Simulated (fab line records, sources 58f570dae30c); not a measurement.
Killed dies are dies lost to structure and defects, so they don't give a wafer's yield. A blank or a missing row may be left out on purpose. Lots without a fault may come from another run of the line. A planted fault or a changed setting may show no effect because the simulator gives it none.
Split-lot experiment | flow berkeley_cmos170 | 5 lots, 27 wafers read, on a route of 331 steps

THE SPLIT
At UCB170_SPACER_CVD_00 (deposits SiO2 from TEOS/O2, target thk 376 nm, time 47 s), the setting time_s was moved away from the recipe's 47 s on 9 of the 27 wafers read, by -58.0% to -36.6%. The other wafers ran this setting at the recipe's value.

FROM THE SPLIT TO THE READING: what the file shows between them, 2 steps
- UCB170_SPACER_THK_MEAS_01
- UCB170_SPACER_ANNEAL_02: time 1800 s

THE READING
oes_product_au, in a.u., at UCB170_SPACER_ETCHBACK_03 (etches SiO2 in CHF3/CF4/Ar, stops on Si, target depth 376 nm, time 100 s). Fault-free wafers of this fab line usually give 0.900 a.u., standard deviation 0.015 a.u..

wafer  | tool, chamber at the split | time_s as run, s | against the recipe | oes_product_au, a.u. | against lot-mates on the recipe
L074.1 | pecvd-04, 1                | 47               | recipe             | 0.865                | -
L074.2 | pecvd-04, 2                | 19.72            | -58.0%             | 0.509                | -0.381
L074.3 | pecvd-04, 0                | 19.72            | -58.0%             | 0.519                | -0.371
L074.4 | pecvd-04, 0                | 47               | recipe             | 0.911                | -
L074.5 | pecvd-04, 2                | 19.72            | -58.0%             | 0.507                | -0.383
L074.6 | pecvd-04, 1                | 47               | recipe             | 0.894                | -
L077.2 | pecvd-03, 1                | 47               | recipe             | 0.897                | -
L077.4 | pecvd-03, 0                | 47               | recipe             | 0.876                | -
L077.5 | pecvd-03, 2                | 47               | recipe             | 0.905                | -
L079.1 | pecvd-03, 1                | 47               | recipe             | 0.898                | -
L079.2 | pecvd-03, 0                | 47               | recipe             | 0.889                | -
L079.3 | pecvd-03, 2                | 23.52            | -50.0%             | 0.528                | -0.370
L079.4 | pecvd-03, 1                | 23.52            | -50.0%             | 0.545                | -0.353
L079.5 | pecvd-03, 0                | 47               | recipe             | 0.907                | -
L079.6 | pecvd-03, 2                | 23.52            | -50.0%             | 0.557                | -0.341
L081.1 | pecvd-03, 1                | 47               | recipe             | 0.904                | -
L081.2 | pecvd-03, 2                | 47               | recipe             | 0.906                | -
L081.3 | pecvd-03, 0                | 47               | recipe             | 0.915                | -
L081.4 | pecvd-03, 1                | 47               | recipe             | 0.911                | -
L081.5 | pecvd-03, 0                | 47               | recipe             | 0.907                | -
L081.6 | pecvd-03, 2                | 47               | recipe             | 0.920                | -
L083.1 | pecvd-04, 2                | 29.8             | -36.6%             | 0.625                | -0.274
L083.2 | pecvd-04, 0                | 29.8             | -36.6%             | 0.663                | -0.236
L083.3 | pecvd-04, 1                | 47               | recipe             | 0.888                | -
L083.4 | pecvd-04, 0                | 47               | recipe             | 0.909                | -
L083.5 | pecvd-04, 1                | 29.8             | -36.6%             | 0.658                | -0.241
L083.6 | pecvd-04, 2                | 47               | recipe             | 0.901                | -

THE FIT
A straight line over all 27 wafers: oes_product_au changes by +0.00688 a.u. for each +1% of time_s; r = +1.00; the points scatter about the line by 0.015 a.u..
The same after taking each lot's own level away (the mean of its wafers on the recipe; 27 wafers): +0.00677 a.u. for each +1%; r = +1.00; scatter 0.014 a.u..
On that fit, the largest move of time_s shifts the reading by 0.39 a.u..
The lots' own levels span 0.8900 to 0.9105 a.u., that is 1.4 times the standard deviation above.
So the lot-to-lot level changes the slope little: the two slopes agree.
Check: with one of the wafers moved furthest among these (-58.0%) left out of the fit, the line predicts -0.396 a.u. for it against its lot-mates. It came out at -0.381 a.u. against them.

OTHER SPLITS ON THESE WAFERS
These wafers also went through other splits before the reading. Each is held against what the fit with the lots' levels taken away leaves over:
other split on the same wafers       | wafers away from the commonest value | r with oes_product_au (lot level and that fit taken away)
UCB170_ACTIVE_ETCH_15 target_depth_a | 6                                    | -0.18

THE WHOLE CHAIN: every reading that the file lists as answering this split, in the file's order
step                      | what it does                                                             | reading                                                                       | change (the file's fit)                                                              | r (the file's)
UCB170_SPACER_CVD_00      | deposits SiO2 from TEOS/O2, target thk 376 nm, time 47 s                 | SiO2_of_SPACER_CVD_00.thk_nm (the simulator's own value, which no gauge read) | +3.78 nm for each +1% of the setting                                                 | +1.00
UCB170_SPACER_THK_MEAS_01 |                                                                          | SPACER_TEOS_THK                                                               | +3.78 for each +1% of the setting                                                    | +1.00
UCB170_SPACER_ETCHBACK_03 | etches SiO2 in CHF3/CF4/Ar, stops on Si, target depth 376 nm, time 100 s | oes_product_au                                                                | +0.00678 a.u. for each +1% of the setting                                            | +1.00
UCB170_SPACER_ETCHBACK_03 | etches SiO2 in CHF3/CF4/Ar, stops on Si, target depth 376 nm, time 100 s | etch.depth_nm (the simulator's own value, which no gauge read)                | +3.78 nm for each +1% of the setting                                                 | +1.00
UCB170_M3_PROBE_99        |                                                                          | etest.pldd.line_ohm_um (the simulator's own value, which no gauge read)       | not straight: 8.354 at the lowest setting, 1776 at the recipe, 1776 at the highest   | not given
UCB170_M3_PROBE_99        |                                                                          | etest.nldd.line_ohm_um (the simulator's own value, which no gauge read)       | not straight: 8.121 at the lowest setting, 1244 at the recipe, 1244 at the highest   | not given
UCB170_M3_PROBE_99        |                                                                          | etest.pldd.rs_ohm_sq (the simulator's own value, which no gauge read)         | not straight: 4.956 at the lowest setting, 1109 at the recipe, 1109 at the highest   | not given
UCB170_M3_PROBE_99        |                                                                          | etest.nldd.rs_ohm_sq (the simulator's own value, which no gauge read)         | not straight: 4.806 at the lowest setting, 772.5 at the recipe, 772.5 at the highest | not given

THE FILE'S OWN FIT
oes_product_au changes by +0.00678 a.u. for each +1% of time_s, r = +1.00.
